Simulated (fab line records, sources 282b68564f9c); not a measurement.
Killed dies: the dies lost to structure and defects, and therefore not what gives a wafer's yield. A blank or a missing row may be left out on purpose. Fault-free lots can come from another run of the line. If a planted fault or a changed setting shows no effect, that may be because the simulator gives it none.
fab line records	flow rit-cmos
record lots=5	wafers=23
route steps=202 shown FOX2@23 PWELL@41 WELLDRIVE@50 NRETRO@54 PRETRO@72 GATE@78 NSD@139
start-h: hours from the record's opening day to when the first of the lot's shown wafers began	wait-h: hours elapsed since this lot's preceding step	" unchanged from the row above	L1.1+2: one row covering several wafers at once	- either no value or no given start	* or withheld: withheld	< > ~ a bound
route shown NAME@n: a module of which the file shows steps, and the number in the route of the first	usual: average and standard deviation across the fault-free wafers	same: alike in all rows	chamber/n: place in a boat	sites: the reading at each site	_std_site: standard deviation across them	_edge_site: outer sites' mean less inner sites'	radius-mm: how far each site lies from the wafer's centre	mask NAME#n: copy n	behind: tool/chamber where the wafer was last shaped	hold: the reason the lot was held/the length of the hold in hours/how it ended	device: whichever transistor did not switch (one of n, p or np)	end of line: tests run on the same wafers once the route is complete	a step without rows: its recipe alone	killed: the dies lost at the first sort to structure and to defects; this is not the yield of the wafer	map: dies across one wafer; x = killed, . = not, _ = none there
set.NAME: the setting that was run; set.NAME@STEP: the one run at that earlier step	model.NAME: the simulator's own value behind a step, which no gauge read
lots with deliberately changed settings; one table per step, one row per wafer
## steps
# step RIT_FOX2_OXIDATION_00
# recipe temp-c=1100	ambient=H2O	target-thk-a=3507	p-h2o-torr=720	ox-time-s=1130
lot.wafer	tool	chamber	start-h	wait-h	set.temp-c	model.SiO2_of_FOX2_OXIDATION_00.thk-nm
L075.1	furnace-03	0	22.79	0.0	1100	349.6
L075.4	"	0	"	"	1100	348.6
L075.6	"	0	"	"	1100	353.4
L077.1	-	-	-	0.7	1121	380.3
L077.2	"	-	"	"	1121	377.3
L077.3	"	-	"	"	1121	383.1
L077.4	"	-	"	"	1121	377.5
L077.6	"	-	"	"	1121	381.3
L078.2	-	-	-	0.0	1100	353.7
L078.3	"	-	"	"	1100	353.1
L078.4	"	-	"	"	1100	358.6
L078.5	"	-	"	"	1100	355.1
L078.6	"	-	"	"	1100	358.4
L080.1	-	-	-	0.0	1126	386.5
L080.2	"	-	"	"	1126	391
L080.3	"	-	"	"	1126	393.7
L080.4	"	-	"	"	1126	387.1
L080.6	"	-	"	"	1126	384.6
L085.1	-	-	-	0.0	1088	331.4
L085.2	"	-	"	"	1088	331.5
L085.3	"	-	"	"	1088	328.8
L085.4	"	-	"	"	1088	332.7
L085.5	"	-	"	"	1088	327.4
# step RIT_FOX2_THK_MEAS_01
# recipe reads=SiO2_of_FOX2_OXIDATION_00
# usual FOX2_OXIDE_THK=352/6.4
lot.wafer	tool	chamber	start-h	wait-h	set.temp-c@FOX2_OXIDATION_00	FOX2_OXIDE_THK[nm]
L075.1	film-metro-04	-	24.10	0.0	1100	349
L075.4	"	-	"	"	1100	349
L075.6	"	-	"	"	1100	353
L077.1	film-metro-03	-	-	-	1121	380
L077.2	"	-	"	"	1121	377
L077.3	"	-	"	"	1121	383
L077.4	"	-	"	"	1121	378
L077.6	"	-	"	"	1121	381
L078.2	film-metro-01	-	-	-	1100	354
L078.3	"	-	"	"	1100	353
L078.4	"	-	"	"	1100	358
L078.5	"	-	"	"	1100	355
L078.6	"	-	"	"	1100	358
L080.1	film-metro-01	-	-	-	1126	386
L080.2	"	-	"	"	1126	391
L080.3	"	-	"	"	1126	393
L080.4	"	-	"	"	1126	387
L080.6	"	-	"	"	1126	385
L085.1	film-metro-04	-	-	-	1088	331
L085.2	"	-	"	"	1088	332
L085.3	"	-	"	"	1088	329
L085.4	"	-	"	"	1088	333
L085.5	"	-	"	"	1088	328
# step RIT_FOX2_CLEAN_02
# recipe chemistry=dHF	dilution=50:1	time-s=180
# step RIT_FOX2_WET_ETCH_03
# recipe chemistry=H3PO4	target=Si3N4	target-depth-nm=195	temp-c=165	time-s=2700
# step RIT_FOX2_THK_MEAS_90
# recipe reads=SiO2_of_FOX2_OXIDATION_00
# usual FIELD_OXIDE_LEFT_1_THK=325/6.2
lot.wafer	tool	chamber	start-h	wait-h	set.temp-c@FOX2_OXIDATION_00	FIELD_OXIDE_LEFT_1_THK[nm]
L075.1	film-metro-03	-	25.12	0.0	1100	322
L075.4	"	-	"	"	1100	321
L075.6	"	-	"	"	1100	326
L077.1	film-metro-04	-	36.19	0.0	1121	353
L077.2	"	-	"	"	1121	350
L077.3	"	-	"	"	1121	356
L077.4	"	-	"	"	1121	351
L077.6	"	-	"	"	1121	354
L078.2	film-metro-03	-	40.51	0.0	1100	326
L078.3	"	-	"	"	1100	325
L078.4	"	-	"	"	1100	331
L078.5	"	-	"	"	1100	327
L078.6	"	-	"	"	1100	331
L080.1	film-metro-03	-	52.22	0.0	1126	358
L080.2	"	-	"	"	1126	363
L080.3	"	-	"	"	1126	366
L080.4	"	-	"	"	1126	359
L080.6	"	-	"	"	1126	357
L085.1	film-metro-04	-	75.78	0.0	1088	304
L085.2	"	-	"	"	1088	304
L085.3	"	-	"	"	1088	302
L085.4	"	-	"	"	1088	306
L085.5	"	-	"	"	1088	301
# step RIT_PWELL_SOFTBAKE_02
# recipe resist=NOVOLAK	temp-c=90	time-s=60
lot.wafer	tool	chamber	start-h	wait-h	set.temp-c
L075.1+4+6	litho-track-04	0	27.04	0.1	90
L077.1+2+3+4+6	litho-track-02	0	38.30	0.1	90
L078.2+3+5	litho-track-02	0	42.77	0.1	90
L078.4+6	"	0	"	"	92.64
L080.1+3+4	litho-track-03	0	54.25	0.1	88.72
L080.2+6	"	0	"	"	90
L085.1+4	litho-track-02	0	77.69	0.1	91.87
L085.2+3+5	"	0	"	"	90
# step RIT_PWELL_EXPOSE_03
# recipe mask-id=M3	na=0.57	target-cd-nm=43700	dose-mj=250
# step RIT_PWELL_PEB_04
# recipe resist=NOVOLAK	temp-c=withheld	time-s=withheld
# step RIT_PWELL_DEVELOP_05
# recipe resist=NOVOLAK	develop-time-s=68	dev-temp-c=22.43
lot.wafer	tool	chamber	start-h	wait-h	set.temp-c@PWELL_SOFTBAKE_02	model.NOVOLAK_of_PWELL_COAT_01.thk-nm
L075.1+4	litho-track-02	0	-	-	90	1283
L075.6	"	0	"	"	90	1286
L077.1+2	litho-track-03	0	-	-	90	1284
L077.3	"	0	"	"	90	1282
L077.4	"	0	"	"	90	1278
L077.6	"	0	"	"	90	1285
L078.2	litho-track-02	0	-	-	90	1272
L078.3	"	0	"	"	90	1276
L078.4	"	0	"	"	92.64	1263
L078.5	"	0	"	"	90	1275
L078.6	"	0	"	"	92.64	1266
L080.1	litho-track-03	0	-	-	88.72	1284
L080.2	"	0	"	"	90	1277
L080.3	"	0	"	"	88.72	1279
L080.4	"	0	"	"	88.72	1281
L080.6	"	0	"	"	90	1280
L085.1+4	litho-track-03	0	-	-	91.87	1270
L085.2+5	"	0	"	"	90	1277
L085.3	"	0	"	"	90	1279
# step RIT_PWELL_IMPLANT_08
# recipe species=B	energy-kev=170	dose-cm2=7e+13	tilt-deg=7
lot.wafer	tool	chamber	start-h	wait-h	set.dose-cm2
L075.1+4+6	implanter-03	0	28.03	0.2	7e+13
L077.1+3+4	implanter-02	0	39.42	0.2	7.393e+13
L077.2+6	"	0	"	"	7e+13
L078.2+5	implanter-02	0	43.63	0.2	7.478e+13
L078.3+4+6	"	0	"	"	7e+13
L080.1+4+6	implanter-02	0	55.12	0.2	7.288e+13
L080.2+3	"	0	"	"	7e+13
L085.1+4+5	implanter-03	0	78.63	0.2	7e+13
L085.2+3	"	0	"	"	6.84e+13
# step RIT_PWELL_STRIP_09
# recipe chemistry=O2	time-s=180	resist=NOVOLAK	platen-temp-c=withheld	power-w=500	pressure-mtorr=4000	o2-flow-sccm=4000
# step RIT_PWELL_TW_MEAS_10
# usual PWELL_TW=947/9.1
lot.wafer	tool	chamber	start-h	wait-h	set.dose-cm2@PWELL_IMPLANT_08	PWELL_TW
L075.1	film-metro-03	-	28.35	0.1	7e+13	933
L075.4	"	-	"	"	7e+13	934
L075.6	"	-	"	"	7e+13	926
L077.1	film-metro-02	-	39.74	0.1	7.393e+13	968
L077.2	"	-	"	"	7e+13	948
L077.3	"	-	"	"	7.393e+13	970
L077.4	"	-	"	"	7.393e+13	979
L077.6	"	-	"	"	7e+13	956
L078.2	film-metro-03	-	43.94	0.1	7.478e+13	950
L078.3	"	-	"	"	7e+13	933
L078.4	"	-	"	"	7e+13	935
L078.5	"	-	"	"	7.478e+13	952
L078.6	"	-	"	"	7e+13	936
L080.1	film-metro-02	-	55.44	0.1	7.288e+13	961
L080.2	"	-	"	"	7e+13	943
L080.3	"	-	"	"	7e+13	949
L080.4	"	-	"	"	7.288e+13	957
L080.6	"	-	"	"	7.288e+13	960
L085.1	film-metro-03	-	78.95	0.1	7e+13	945
L085.2	"	-	"	"	6.84e+13	941
L085.3	"	-	"	"	6.84e+13	936
L085.4	"	-	"	"	7e+13	945
L085.5	"	-	"	"	7e+13	944
# step RIT_WELLDRIVE_ANNEAL_00
# recipe temp-c=1100	time-s=14700	ambient=N2
# step RIT_WELLDRIVE_RS_MEAS_02
# recipe thk-meas-gauge=four-point-probe
# usual PWELL_RS=429.3/1.3
lot.wafer	tool	chamber	start-h	wait-h	set.dose-cm2@PWELL_IMPLANT_08	PWELL_RS[ohm/sq]
L075.1	film-metro-03	-	34.73	0.1	7e+13	432.0
L075.4	"	-	"	"	7e+13	432.2
L075.6	"	-	"	"	7e+13	431.8
L077.1	film-metro-01	-	47.31	0.1	7.393e+13	415.5
L077.2	"	-	"	"	7e+13	429.7
L077.3	"	-	"	"	7.393e+13	415.6
L077.4	"	-	"	"	7.393e+13	415.4
L077.6	"	-	"	"	7e+13	428.9
L078.2	film-metro-01	-	49.88	0.1	7.478e+13	412.3
L078.3	"	-	"	"	7e+13	429.7
L078.4	"	-	"	"	7e+13	429.0
L078.5	"	-	"	"	7.478e+13	411.0
L078.6	"	-	"	"	7e+13	430.1
L080.1	film-metro-01	-	61.29	0.1	7.288e+13	420.6
L080.2	"	-	"	"	7e+13	430.5
L080.3	"	-	"	"	7e+13	430.7
L080.4	"	-	"	"	7.288e+13	419.9
L080.6	"	-	"	"	7.288e+13	418.5
L085.1	film-metro-02	-	85.19	0.1	7e+13	426.6
L085.2	"	-	"	"	6.84e+13	434.8
L085.3	"	-	"	"	6.84e+13	433.4
L085.4	"	-	"	"	7e+13	426.9
L085.5	"	-	"	"	7e+13	427.2
# step RIT_NRETRO_COAT_01
# recipe resist=NOVOLAK	spin-rpm=2000	resist-thk-nm=1300
lot.wafer	tool	chamber	start-h	wait-h	set.resist-thk-nm	model.NOVOLAK_of_NRETRO_COAT_01.thk-nm
L075.1	litho-track-01	0	35.00	0.1	1300	1300
L075.4	"	0	"	"	1300	1303
L075.6	"	0	"	"	1300	1304
L077.1+2+4	litho-track-02	0	47.58	0.1	1300	1298
L077.3	"	0	"	"	1300	1295
L077.6	"	0	"	"	1300	1300
L078.2	litho-track-02	0	50.16	0.1	1268	1267
L078.3	"	0	"	"	1300	1293
L078.4	"	0	"	"	1268	1268
L078.5	"	0	"	"	1300	1296
L078.6	"	0	"	"	1268	1261
L080.1	litho-track-01	0	61.56	0.1	1300	1302
L080.2	"	0	"	"	1273	1275
L080.3	"	0	"	"	1273	1278
L080.4	"	0	"	"	1300	1305
L080.6	"	0	"	"	1273	1277
L085.1	litho-track-02	0	85.46	0.1	1300	1302
L085.2	"	0	"	"	1300	1299
L085.3	"	0	"	"	1300	1298
L085.4	"	0	"	"	1343	1342
L085.5	"	0	"	"	1343	1343
# step RIT_NRETRO_SOFTBAKE_02
# recipe resist=NOVOLAK	temp-c=90	time-s=60
# step RIT_NRETRO_EXPOSE_03
# recipe mask-id=M4	na=0.57	target-cd-nm=43900	dose-mj=250
# step RIT_NRETRO_DEVELOP_05
# recipe resist=NOVOLAK	develop-time-s=68	dev-temp-c=23
# step RIT_NRETRO_HARDBAKE_07
# recipe resist=NOVOLAK	temp-c=140	time-s=120
lot.wafer	tool	chamber	start-h	wait-h	set.resist-thk-nm@NRETRO_COAT_01	model.NOVOLAK_of_NRETRO_COAT_01.thk-nm
L075.1	litho-track-02	0	35.76	0.0	1300	1137
L075.4	"	0	"	"	1300	1139
L075.6	"	0	"	"	1300	1141
L077.1+2+4	litho-track-03	0	48.34	0.0	1300	1135
L077.3	"	0	"	"	1300	1132
L077.6	"	0	"	"	1300	1137
L078.2	litho-track-03	0	51.06	0.1	1268	1108
L078.3	"	0	"	"	1300	1131
L078.4	"	0	"	"	1268	1110
L078.5	"	0	"	"	1300	1134
L078.6	"	0	"	"	1268	1104
L080.1	litho-track-03	0	62.81	0.2	1300	1138
L080.2	"	0	"	"	1273	1115
L080.3	"	0	"	"	1273	1118
L080.4	"	0	"	"	1300	1141
L080.6	"	0	"	"	1273	1117
L085.1	litho-track-01	0	86.35	0.0	1300	1138
L085.2	"	0	"	"	1300	1136
L085.3	"	0	"	"	1300	1135
L085.4	"	0	"	"	1343	1173
L085.5	"	0	"	"	1343	1174
# step RIT_PRETRO_IMPLANT_08
# recipe species=B	energy-kev=45	dose-cm2=1.2e+13	tilt-deg=7
lot.wafer	tool	chamber	start-h	wait-h	set.energy-kev	model.implant.rp-nm	model.implant.drp-nm
L075.1+4+6	implanter-03	0	37.83	0.2	45	141.3	55.07
L077.1+3+6	implanter-03	0	50.42	0.2	44.16	140.4	54.46
L077.2+4	"	0	"	"	45	142.9	55.07
L078.2+4	implanter-04	0	52.85	0.2	45	146.3	55.07
L078.3+5+6	"	0	"	"	43.29	141.1	53.81
L080.1+2+3	implanter-01	0	64.73	0.2	42.66	143.1	53.34
L080.4+6	"	0	"	"	45	150.5	55.07
L085.1+4	implanter-01	0	88.15	0.2	45	148.5	55.07
L085.2+3+5	"	0	"	"	43.82	144.8	54.21
# step RIT_PRETRO_STRIP_09
# recipe chemistry=O2	time-s=180	resist=NOVOLAK	platen-temp-c=withheld	power-w=500	pressure-mtorr=4000	o2-flow-sccm=4000
# step RIT_GATE_CLEAN_03
# recipe chemistry=SC2	mix=3:3:50	time-s=600	temp-c=75	dry=n2-spin
# step RIT_GATE_CLEAN_04
# recipe chemistry=dHF	dilution=50:1	time-s=60	dry=n2-spin
# step RIT_FOX2_THK_MEAS_91
# recipe reads=SiO2_of_FOX2_OXIDATION_00
# usual FIELD_OXIDE_LEFT_2_THK=257/6.2
lot.wafer	tool	chamber	start-h	wait-h	set.temp-c@FOX2_OXIDATION_00	FIELD_OXIDE_LEFT_2_THK[nm]
L075.1	film-metro-03	-	38.64	0.0	1100	254
L075.4	"	-	"	"	1100	253
L075.6	"	-	"	"	1100	258
L077.1	film-metro-04	-	51.22	0.0	1121	285
L077.2	"	-	"	"	1121	282
L077.3	"	-	"	"	1121	288
L077.4	"	-	"	"	1121	282
L077.6	"	-	"	"	1121	286
L078.2	film-metro-03	-	53.64	0.0	1100	258
L078.3	"	-	"	"	1100	257
L078.4	"	-	"	"	1100	263
L078.5	"	-	"	"	1100	259
L078.6	"	-	"	"	1100	263
L080.1	film-metro-04	-	65.59	0.0	1126	289
L080.2	"	-	"	"	1126	294
L080.3	"	-	"	"	1126	297
L080.4	"	-	"	"	1126	290
L080.6	"	-	"	"	1126	288
L085.1	film-metro-03	-	88.96	0.0	1088	237
L085.2	"	-	"	"	1088	237
L085.3	"	-	"	"	1088	234
L085.4	"	-	"	"	1088	238
L085.5	"	-	"	"	1088	233
# step RIT_GATE_CVD_08
# recipe material=poly-Si	target-thk-nm=250	temp-c=610	precursor=SiH4	time-s=2220	pressure-mtorr=300	sih4-flow-sccm=100
lot.wafer	tool	chamber	start-h	wait-h	set.temp-c	model.poly-Si_of_GATE_CVD_08.thk-nm
L075.1	lpcvd-01	0	44.72	0.1	610	250.4
L075.4	"	0	"	"	610	252.7
L075.6	"	0	"	"	610	250.3
L077.1	-	-	-	0.1	602.8	209.1
L077.2	"	-	"	"	602.8	210.4
L077.3	"	-	"	"	602.8	209
L077.4	"	-	"	"	602.8	209.8
L077.6	"	-	"	"	602.8	207.1
L078.2	-	-	-	0.0	619.9	316.4
L078.3	"	-	"	"	619.9	315.8
L078.4	"	-	"	"	619.9	316.9
L078.5	"	-	"	"	619.9	315.7
L078.6	"	-	"	"	619.9	317.7
L080.1	-	-	-	1.2	602.5	211.4
L080.2+6	"	-	"	"	602.5	209.8
L080.3	"	-	"	"	602.5	209.4
L080.4	"	-	"	"	602.5	211.5
L085.1	-	-	-	0.1	603	210
L085.2	"	-	"	"	603	211.8
L085.3	"	-	"	"	603	212.2
L085.4	"	-	"	"	603	213.5
L085.5	"	-	"	"	603	211
# step RIT_GATE_THK_MEAS_09
# recipe reads=poly-Si_of_GATE_CVD_08
# usual GATE_POLY_THK=249.9/1.9
lot.wafer	tool	chamber	start-h	wait-h	set.temp-c@GATE_CVD_08	GATE_POLY_THK[nm]
L075.1	film-metro-04	-	47.14	0.0	610	250.3
L075.4	"	-	"	"	610	252.5
L075.6	"	-	"	"	610	250.3
L077.1	film-metro-04	-	-	-	602.8	209.0
L077.2	"	-	"	"	602.8	210.4
L077.3	"	-	"	"	602.8	209.0
L077.4	"	-	"	"	602.8	209.9
L077.6	"	-	"	"	602.8	207.1
L078.2	film-metro-03	-	-	-	619.9	316.5
L078.3	"	-	"	"	619.9	315.9
L078.4	"	-	"	"	619.9	316.7
L078.5	"	-	"	"	619.9	315.5
L078.6	"	-	"	"	619.9	317.8
L080.1	film-metro-04	-	-	-	602.5	211.3
L080.2	"	-	"	"	602.5	209.6
L080.3	"	-	"	"	602.5	209.3
L080.4	"	-	"	"	602.5	211.5
L080.6	"	-	"	"	602.5	209.8
L085.1	film-metro-01	-	-	-	603	210.1
L085.2	"	-	"	"	603	211.9
L085.3	"	-	"	"	603	212.3
L085.4	"	-	"	"	603	213.3
L085.5	"	-	"	"	603	211.1
# step RIT_GATE_COAT_11
# recipe resist=NOVOLAK	spin-rpm=4250	resist-thk-nm=850
lot.wafer	tool	chamber	start-h	wait-h	set.spin-rpm	model.NOVOLAK_of_GATE_COAT_11.thk-nm
L075.1	litho-track-04	0	47.35	0.1	4250	850.6
L075.4	"	0	"	"	4250	853.2
L075.6	"	0	"	"	4250	855.1
L077.1	litho-track-01	0	54.55	0.1	4166	860.5
L077.2+4	"	0	"	"	4250	851.2
L077.3	"	0	"	"	4250	852.5
L077.6	"	0	"	"	4166	860.1
L078.2	litho-track-03	0	58.24	0.1	4003	873.3
L078.3	"	0	"	"	4003	873
L078.4	"	0	"	"	4250	846.2
L078.5	"	0	"	"	4250	847.3
L078.6	"	0	"	"	4003	872.3
L080.1	litho-track-01	0	70.36	0.1	4387	835.8
L080.2	"	0	"	"	4250	854.5
L080.3	"	0	"	"	4250	852.8
L080.4	"	0	"	"	4250	852.4
L080.6	"	0	"	"	4387	839.8
L085.1	litho-track-01	0	92.23	0.1	4385	839.3
L085.2	"	0	"	"	4385	835.2
L085.3	"	0	"	"	4250	849.9
L085.4	"	0	"	"	4385	837.6
L085.5	"	0	"	"	4250	852.4
# step RIT_GATE_SOFTBAKE_12
# recipe resist=NOVOLAK	temp-c=90	time-s=60
# step RIT_GATE_EXPOSE_13
# recipe mask-id=M6	na=0.6	source-shape=conventional	sigma-outer=0.6	target-cd-nm=150	dose-mj=380
# step RIT_GATE_HARDBAKE_18
# recipe resist=NOVOLAK	temp-c=140	time-s=60
lot.wafer	tool	chamber	start-h	wait-h	set.spin-rpm@GATE_COAT_11	model.NOVOLAK_of_GATE_COAT_11.thk-nm
L075.1	litho-track-04	0	48.33	0.0	4250	753
L075.4	"	0	"	"	4250	755.3
L075.6	"	0	"	"	4250	756.9
L077.1	litho-track-01	0	55.41	0.0	4166	761.7
L077.2	"	0	"	"	4250	753.5
L077.3	"	0	"	"	4250	754.7
L077.4	"	0	"	"	4250	753.6
L077.6	"	0	"	"	4166	761.3
L078.2	litho-track-03	0	59.34	0.2	4003	772.8
L078.3	"	0	"	"	4003	772.7
L078.4	"	0	"	"	4250	749.2
L078.5	"	0	"	"	4250	750.2
L078.6	"	0	"	"	4003	772.1
L080.1	litho-track-01	0	71.21	0.0	4387	740.1
L080.2	"	0	"	"	4250	756.4
L080.3	"	0	"	"	4250	755
L080.4	"	0	"	"	4250	754.5
L080.6	"	0	"	"	4387	743.6
L085.1	litho-track-01	0	93.08	0.0	4385	743.2
L085.2	"	0	"	"	4385	739.6
L085.3	"	0	"	"	4250	752.3
L085.4	"	0	"	"	4385	741.7
L085.5	"	0	"	"	4250	754.6
# step RIT_GATE_ETCH_19
# recipe chemistry=SF6/CHF3/O2	time-s=165	SF6_flow_sccm=30	CHF3_flow_sccm=30	O2_flow_sccm=5	target=poly-Si	pressure-mtorr=40	rf-w=160	target-depth-a=3125	over-etch-frac=0.2354	stop-on=SiO2
# usual oes-product-au=0.862/0.016
lot.wafer	tool	chamber	start-h	wait-h	set.temp-c@GATE_CVD_08	oes-product-au	model.GATE.feature-depth-nm	model.etch.depth-nm
L075.1	rie-si-01	0	48.48	0.1	610	0.877	250.4	250.4
L075.4	"	3	"	"	610	0.886	252.7	252.7
L075.6	"	0	"	"	610	0.867	250.3	250.3
L077.1	rie-si-01	2	55.56	0.1	602.8	0.749	209.1	209.1
L077.2	"	0	"	"	602.8	0.778	210.4	210.4
L077.3	"	1	"	"	602.8	0.758	209	209
L077.4	"	3	"	"	602.8	0.784	209.8	209.8
L077.6	"	3	"	"	602.8	0.775	207.1	207.1
L078.2	rie-si-02	3	59.46	0.1	619.9	0.991	307.1	307.1
L078.3	"	2	"	"	619.9	1.034	315.8	315.8
L078.4	"	0	"	"	619.9	0.991	316.9	316.9
L078.5	"	1	"	"	619.9	1.007	315.7	315.7
L078.6	"	2	"	"	619.9	1.029	312	312
L080.1	rie-si-02	2	71.36	0.1	602.5	0.789	211.4	211.4
L080.2	"	1	"	"	602.5	0.753	209.8	209.8
L080.3	"	3	"	"	602.5	0.755	209.4	209.4
L080.4	"	0	"	"	602.5	0.761	211.5	211.5
L080.6	"	3	"	"	602.5	0.761	209.8	209.8
L085.1	rie-si-01	3	93.23	0.1	603	0.780	210	210
L085.2	"	1	"	"	603	0.779	211.8	211.8
L085.3	"	2	"	"	603	0.757	212.2	212.2
L085.4	"	0	"	"	603	0.794	213.5	213.5
L085.5	"	1	"	"	603	0.772	211	211
# step RIT_NSD_IMPLANT_08
# recipe species=P	energy-kev=25	dose-cm2=1e+15	tilt-deg=7
lot.wafer	tool	chamber	start-h	wait-h	set.energy-kev	model.implant.rp-nm	model.implant.drp-nm
L075.1+4+6	implanter-01	0	58.50	0.1	25	31.9	14.84
L077.1+2+3	implanter-04	0	67.05	0.1	23.81	31.13	14.41
L077.4+6	"	0	"	"	25	32.17	14.84
L078.2+3+4+5+6	implanter-04	0	70.59	0.1	25	31.61	14.84
L080.1+2+3+4+6	implanter-01	0	82.42	0.1	25	31.84	14.84
L085.1+2	implanter-04	0	105.35	0.1	26.02	32.6	15.2
L085.3+4+5	"	0	"	"	25	31.73	14.84
## key
split step=RIT_FOX2_OXIDATION_00	setting=temp-c	stated=1100	by=lot
response step=RIT_FOX2_OXIDATION_00	reading=model.SiO2_of_FOX2_OXIDATION_00.thk-nm	change=+16	per=1%	r=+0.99
response step=RIT_FOX2_THK_MEAS_01	reading=FOX2_OXIDE_THK	change=+16	per=1%	r=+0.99
response step=RIT_FOX2_THK_MEAS_90	reading=FIELD_OXIDE_LEFT_1_THK	change=+15.9	per=1%	r=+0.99
response step=RIT_FOX2_THK_MEAS_91	reading=FIELD_OXIDE_LEFT_2_THK	change=+15.6	per=1%	r=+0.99
split step=RIT_PWELL_SOFTBAKE_02	setting=temp-c	stated=90	by=wafer
response step=RIT_PWELL_DEVELOP_05	reading=model.NOVOLAK_of_PWELL_COAT_01.thk-nm	change=-3.29	per=1%	r=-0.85
split step=RIT_PWELL_IMPLANT_08	setting=dose-cm2	stated=7e+13	by=wafer
response step=RIT_PWELL_TW_MEAS_10	reading=PWELL_TW	change=+2.94	per=1%	r=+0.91
response step=RIT_WELLDRIVE_RS_MEAS_02	reading=PWELL_RS	change=-2.61	per=1%	r=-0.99
split step=RIT_NRETRO_COAT_01	setting=resist-thk-nm	stated=1300	by=wafer
response step=RIT_NRETRO_COAT_01	reading=model.NOVOLAK_of_NRETRO_COAT_01.thk-nm	change=+12.7	per=1%	r=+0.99
response step=RIT_NRETRO_HARDBAKE_07	reading=model.NOVOLAK_of_NRETRO_COAT_01.thk-nm	change=+10.9	per=1%	r=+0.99
split step=RIT_PRETRO_IMPLANT_08	setting=energy-kev	stated=45	by=wafer
response step=RIT_PRETRO_IMPLANT_08	reading=model.implant.rp-nm	change=+1.41	per=1%	r=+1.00
response step=RIT_PRETRO_IMPLANT_08	reading=model.implant.drp-nm	change=+0.332	per=1%	r=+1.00
split step=RIT_GATE_CVD_08	setting=temp-c	stated=610	by=lot
response step=RIT_GATE_CVD_08	reading=model.poly-Si_of_GATE_CVD_08.thk-nm	change=+37.6	per=1%	r=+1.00
response step=RIT_GATE_THK_MEAS_09	reading=GATE_POLY_THK	change=+37.6	per=1%	r=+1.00
response step=RIT_GATE_ETCH_19	reading=oes-product-au	change=+0.086	per=1%	r=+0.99
response step=RIT_GATE_ETCH_19	reading=model.GATE.feature-depth-nm	change=+36.6	per=1%	r=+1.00
response step=RIT_GATE_ETCH_19	reading=model.etch.depth-nm	change=+36.6	per=1%	r=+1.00
split step=RIT_GATE_COAT_11	setting=spin-rpm	stated=4250	by=wafer
response step=RIT_GATE_COAT_11	reading=model.NOVOLAK_of_GATE_COAT_11.thk-nm	change=-4.51	per=1%	r=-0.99
response step=RIT_GATE_HARDBAKE_18	reading=model.NOVOLAK_of_GATE_COAT_11.thk-nm	change=-3.94	per=1%	r=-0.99
split step=RIT_NSD_IMPLANT_08	setting=energy-kev	stated=25	by=wafer
response step=RIT_NSD_IMPLANT_08	reading=model.implant.rp-nm	change=+0.217	per=1%	r=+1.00
response step=RIT_NSD_IMPLANT_08	reading=model.implant.drp-nm	change=+0.0897	per=1%	r=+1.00
